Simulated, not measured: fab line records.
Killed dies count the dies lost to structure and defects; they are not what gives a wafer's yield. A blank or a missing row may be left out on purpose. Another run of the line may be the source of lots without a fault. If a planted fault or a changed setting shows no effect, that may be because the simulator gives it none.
fab line records | flow rit-cmos | part 2 of 2: steps 35 to 35 of 35
record: lots: 5 | wafers: 23
route steps=202 shown ACTIVE@2 FOX2@23 PWELL@40 NRETRO@54 GATE@81 NLDD@104 PLDD@115 M1@202
start-h: hours from the record's opening day to when the first of the lot's shown wafers began | wait-h: how many hours have passed since the lot's step before this one | " unchanged from the row above | L1.1+2: a row that stands for several wafers | - value missing, or start not given | * or withheld: withheld | < > ~ a bound
route shown NAME@n: a module of which the file shows steps, and the number in the route of the first | usual: mean/standard deviation of fault-free wafers | same: alike in all rows | chamber/n: place in a boat | sites: the reading at each site | _std_site: how widely they spread, as a standard deviation | _edge_site: the outer-site mean with the inner-site mean subtracted | radius-mm: for every site, how far away it sits from the centre of the wafer | mask NAME#n: copy n | behind: tool/chamber where the wafer was last shaped | hold: the reason the lot was held/the length of the hold in hours/how it ended | device: whichever transistor did not switch (one of n, p or np) | end of line: tests run on the same wafers once the route is complete | step lacking rows: just its recipe | killed: count of dies lost to structure and defects at first sort (not the wafer's yield) | map: shows each die of a wafer: x if killed, . if not, _ if none is there
set.NAME: the run value of the setting; set.NAME@STEP: its run value at that earlier step | model.NAME: the simulator's own value behind a step, which no gauge read
lots whose settings were changed on purpose; a table a step, a row a wafer
== steps ==
step: RIT_M1_PROBE_99
usual: killed-at-contacts: 0.1/0.3 | killed-at-front-end: 7/3.1 | killed-dies: 7/3.1 | killed-open: 3.5/2.1 | killed-short: 3.4/2
same: gross-dies: 264 | killed_at_M0_to_M3: 0 | killed_at_M4_up: 0 | killed-at-back-side: 0 | killed-at-other: 0
lot.wafer | tool      | chamber | start-h | wait-h | set.dev-temp-c@GATE_DEVELOP_15 | killed-at-contacts | killed-at-front-end | killed-dies | killed-open | killed-short | model.etest.pmos_0p15.r-on-ohm-um | model.etest.pmos-turned.r-on-ohm-um
L074.1    | prober-01 | -       | 59.96   | 0.1    | 23                             | 0                  | 8                   | 8           | 8           | 0            | 2441                              | 3069
L074.2    | prober-01 | -       | 60.01   | 0.1    | 23                             | 1                  | 3                   | 4           | 3           | 1            | 2511                              | 3090
L074.3    | prober-01 | -       | 60.06   | 0.2    | 23                             | 0                  | 9                   | 9           | 6           | 3            | 2427                              | 3021
L074.4    | prober-01 | -       | 60.11   | 0.2    | 23                             | 0                  | 8                   | 8           | 4           | 4            | 2426                              | 2990
L074.6    | prober-01 | -       | 60.21   | 0.2    | 23                             | 0                  | 8                   | 8           | 5           | 3            | 2555                              | 3154
L075.1    | prober-02 | -       | 63.29   | 0.1    | 23                             | 0                  | 2                   | 2           | 1           | 1            | 2807                              | 3485
L075.2    | prober-02 | -       | 63.34   | 0.1    | 23                             | 0                  | 2                   | 2           | 1           | 1            | 2918                              | 3660
L075.4    | prober-02 | -       | 63.44   | 0.2    | 23                             | 0                  | 2                   | 2           | 0           | 2            | 2854                              | 3564
L075.5    | prober-02 | -       | 63.49   | 0.2    | 23                             | 0                  | 8                   | 8           | 5           | 3            | 2790                              | 3522
L075.6    | prober-02 | -       | 63.54   | 0.2    | 23                             | 0                  | 9                   | 9           | 3           | 6            | 2797                              | 3492
L078.1    | prober-01 | -       | 78.09   | 0.1    | 23                             | 0                  | 4                   | 4           | 1           | 3            | 2712                              | 3329
L078.3    | prober-01 | -       | 78.19   | 0.2    | 23                             | 0                  | 6                   | 6           | 2           | 4            | 2720                              | 3287
L078.4    | prober-01 | -       | 78.24   | 0.2    | 23                             | 0                  | 5                   | 5           | 4           | 1            | 2754                              | 3373
L080.1    | prober-01 | -       | 86.97   | 0.1    | 20.46                          | 1                  | 13                  | 14          | 5           | 7            | 2206                              | 2834
L080.2    | prober-01 | -       | 87.02   | 0.1    | 20.46                          | 0                  | 13                  | 13          | 6           | 3            | 2236                              | 2865
L080.3    | prober-01 | -       | 87.07   | 0.2    | 20.46                          | 0                  | 8                   | 8           | 3           | 1            | 2227                              | 2854
L080.4    | prober-01 | -       | 87.12   | 0.2    | 23                             | 0                  | 15                  | 15          | 5           | 10           | 2645                              | 3289
L080.6    | prober-01 | -       | 87.22   | 0.2    | 23                             | 0                  | 8                   | 8           | 3           | 5            | 2485                              | 3162
L084.1    | prober-01 | -       | 106.61  | 0.1    | 21.7                           | 0                  | 8                   | 8           | 4           | 4            | 2750                              | 3482
L084.2    | prober-01 | -       | 106.66  | 0.1    | 21.7                           | 0                  | 6                   | 6           | 3           | 3            | 2723                              | 3426
L084.3    | prober-01 | -       | 106.71  | 0.2    | 23                             | 0                  | 7                   | 7           | 3           | 4            | 2912                              | 3628
L084.4    | prober-01 | -       | 106.76  | 0.2    | 23                             | 0                  | 6                   | 6           | 3           | 3            | 2834                              | 3512
L084.5    | prober-01 | -       | 106.81  | 0.2    | 23                             | 0                  | 4                   | 4           | 2           | 2            | 2915                              | 3572
killed by level:class
L074.1 GATE:geometric-particle:open=3 REOX:geometric-particle:open=2 SILICIDE:geometric-particle:open=2 FOX1:geometric-particle:open=1
L074.2 REOX:geometric-particle:open=2 GATE:geometric-particle:open=1 CONTACT:geometric-particle:short=1
L074.3 REOX:geometric-particle:open=4 GATE:geometric-particle:short=2 SILICIDE:geometric-particle:open=2 REOX:geometric-particle:short=1
L074.4 GATE:geometric-particle:open=2 GATE:geometric-particle:short=2 REOX:geometric-particle:open=2 REOX:geometric-particle:short=1 SPACER:geometric-particle:short=1
L074.6 GATE:geometric-particle:open=3 FOX1:geometric-particle:short=1 FOX2:geometric-particle:open=1 GATE:geometric-particle:short=1 REOX:geometric-particle:open=1 REOX:geometric-particle:short=1
L075.1 FOX2:geometric-particle:open=1 FOX2:geometric-particle:short=1
L075.2 GATE:geometric-particle:open=1 GATE:geometric-particle:short=1
L075.4 FOX2:geometric-particle:short=1 GATE:geometric-particle:short=1
L075.5 GATE:geometric-particle:open=2 FOX1:geometric-particle:short=1 FOX1:geometric-particle:open=1 FOX2:geometric-particle:open=1 GATE:geometric-particle:short=1 REOX:geometric-particle:short=1 SPACER:geometric-particle:open=1
L075.6 GATE:geometric-particle:short=2 GATE:geometric-particle:open=2 SILICIDE:geometric-particle:short=2 FOX1:geometric-particle:short=1 SPACER:geometric-particle:short=1 SILICIDE:geometric-particle:open=1
L078.1 GATE:geometric-particle:short=2 FOX1:geometric-particle:open=1 SPACER:geometric-particle:short=1
L078.3 REOX:geometric-particle:short=3 REOX:geometric-particle:open=2 SPACER:geometric-particle:short=1
L078.4 SPACER:geometric-particle:open=2 FOX1:geometric-particle:open=1 GATE:geometric-particle:short=1 REOX:geometric-particle:open=1
L080.1 REOX:geometric-particle:short=4 GATE:geometric-particle:open=2 GATE:geometric-particle:short=2 GATE:area-develop=2 FOX1:geometric-particle:open=1 SILICIDE:geometric-particle:open=1 SILICIDE:geometric-particle:short=1 CONTACT:geometric-particle:open=1
L080.2 GATE:area-develop=4 SILICIDE:geometric-particle:open=3 REOX:geometric-particle:open=2 GATE:geometric-particle:short=1 GATE:geometric-particle:open=1 SPACER:geometric-particle:short=1 SILICIDE:geometric-particle:short=1
L080.3 GATE:area-develop=4 REOX:geometric-particle:open=2 FOX1:geometric-particle:short=1 GATE:geometric-particle:open=1
L080.4 GATE:geometric-particle:short=4 FOX2:geometric-particle:short=3 GATE:geometric-particle:open=3 REOX:geometric-particle:open=2 FOX1:geometric-particle:short=1 REOX:geometric-particle:short=1 SPACER:geometric-particle:short=1
L080.6 FOX1:geometric-particle:short=2 GATE:geometric-particle:short=2 FOX1:geometric-particle:open=1 REOX:geometric-particle:short=1 REOX:geometric-particle:open=1 SILICIDE:geometric-particle:open=1
L084.1 SPACER:geometric-particle:short=2 SPACER:geometric-particle:open=2 FOX1:geometric-particle:open=1 FOX1:geometric-particle:short=1 GATE:geometric-particle:short=1 GATE:geometric-particle:open=1
L084.2 GATE:geometric-particle:short=2 SPACER:geometric-particle:open=2 SPACER:geometric-particle:short=1 SILICIDE:geometric-particle:open=1
L084.3 FOX1:geometric-particle:short=1 FOX2:geometric-particle:short=1 FOX2:geometric-particle:open=1 GATE:geometric-particle:short=1 GATE:geometric-particle:open=1 REOX:geometric-particle:open=1 SPACER:geometric-particle:short=1
L084.4 GATE:geometric-particle:open=2 FOX1:geometric-particle:open=1 FOX2:geometric-particle:short=1 GATE:geometric-particle:short=1 SILICIDE:geometric-particle:short=1
L084.5 GATE:geometric-particle:open=2 GATE:geometric-particle:short=1 REOX:geometric-particle:short=1
== key ==
split: step: RIT_ACTIVE_OXIDATION_01 | setting: ox-time-s | stated: 3360 | by: lot
response: step: RIT_ACTIVE_OXIDATION_01 | reading: model.SiO2_of_ACTIVE_OXIDATION_01.thk-nm | change: +0.23 | per: 1% | r: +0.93
split: step: RIT_ACTIVE_DEVELOP_10 | setting: develop-time-s | stated: 50 | by: wafer
response: step: RIT_ACTIVE_CD_MEAS_11 | reading: cd-nm | change: -0.975 | per: 1% | r: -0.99
response: step: RIT_ACTIVE_ETCH_13 | reading: model.ACTIVE.cd-nm | change: -0.983 | per: 1% | r: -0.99
response: step: RIT_ACTIVE_CD_MEAS_90 | reading: cd-nm | change: -0.96 | per: 1% | r: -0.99
split: step: RIT_FOX2_OXIDATION_00 | setting: ox-time-s | stated: 1130 | by: lot
response: step: RIT_FOX2_OXIDATION_00 | reading: model.SiO2_of_FOX2_OXIDATION_00.thk-nm | change: +2.52 | per: 1% | r: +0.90
split: step: RIT_PWELL_COAT_01 | setting: resist-thk-nm | stated: 1300 | by: wafer
response: step: RIT_PWELL_COAT_01 | reading: model.NOVOLAK_of_PWELL_COAT_01.thk-nm | change: +13.1 | per: 1% | r: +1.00
response: step: RIT_PWELL_HARDBAKE_07 | reading: model.NOVOLAK_of_PWELL_COAT_01.thk-nm | change: +11.3 | per: 1% | r: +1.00
split: step: RIT_PWELL_IMPLANT_08 | setting: energy-kev | stated: 170 | by: wafer
response: step: RIT_PWELL_IMPLANT_08 | reading: model.implant.rp-nm | change: +3.69 | per: 1% | r: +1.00
response: step: RIT_PWELL_IMPLANT_08 | reading: model.implant.drp-nm | change: +0.303 | per: 1% | r: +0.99
split: step: RIT_NRETRO_COAT_01 | setting: resist-thk-nm | stated: 1300 | by: wafer
response: step: RIT_NRETRO_COAT_01 | reading: model.NOVOLAK_of_NRETRO_COAT_01.thk-nm | change: +12.7 | per: 1% | r: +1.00
response: step: RIT_NRETRO_HARDBAKE_07 | reading: model.NOVOLAK_of_NRETRO_COAT_01.thk-nm | change: +11 | per: 1% | r: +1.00
split: step: RIT_GATE_OXIDATION_05 | setting: ox-time-s | stated: 270 | by: lot
response: step: RIT_GATE_OXIDATION_05 | reading: model.SiO2_of_GATE_OXIDATION_05.thk-nm | change: +0.0254 | per: 1% | r: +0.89
split: step: RIT_GATE_DEVELOP_15 | setting: dev-temp-c | stated: 23 | by: wafer
response: step: RIT_M1_PROBE_99 | reading: model.etest.pmos-turned.r-on-ohm-um | change: +31.2 | per: 1% | r: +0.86
response: step: RIT_M1_PROBE_99 | reading: model.etest.pmos_0p15.r-on-ohm-um | change: +30 | per: 1% | r: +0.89
split: step: RIT_NLDD_COAT_01 | setting: spin-rpm | stated: 3250 | by: wafer
response: step: RIT_NLDD_COAT_01 | reading: model.NOVOLAK_of_NLDD_COAT_01.thk-nm | change: -5.17 | per: 1% | r: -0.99
response: step: RIT_NLDD_HARDBAKE_07 | reading: model.NOVOLAK_of_NLDD_COAT_01.thk-nm | change: -4.53 | per: 1% | r: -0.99
split: step: RIT_NLDD_IMPLANT_08 | setting: dose-cm2 | stated: 5e+14 | by: wafer
response: step: RIT_NLDD_TW_MEAS_10 | reading: NLDD_TW | change: +5.37 | per: 1% | r: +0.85
split: step: RIT_PLDD_COAT_01 | setting: resist-thk-nm | stated: 1000 | by: wafer
response: step: RIT_PLDD_COAT_01 | reading: model.NOVOLAK_of_PLDD_COAT_01.thk-nm | change: +9.76 | per: 1% | r: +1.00
response: step: RIT_PLDD_HARDBAKE_07 | reading: model.NOVOLAK_of_PLDD_COAT_01.thk-nm | change: +8.54 | per: 1% | r: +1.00
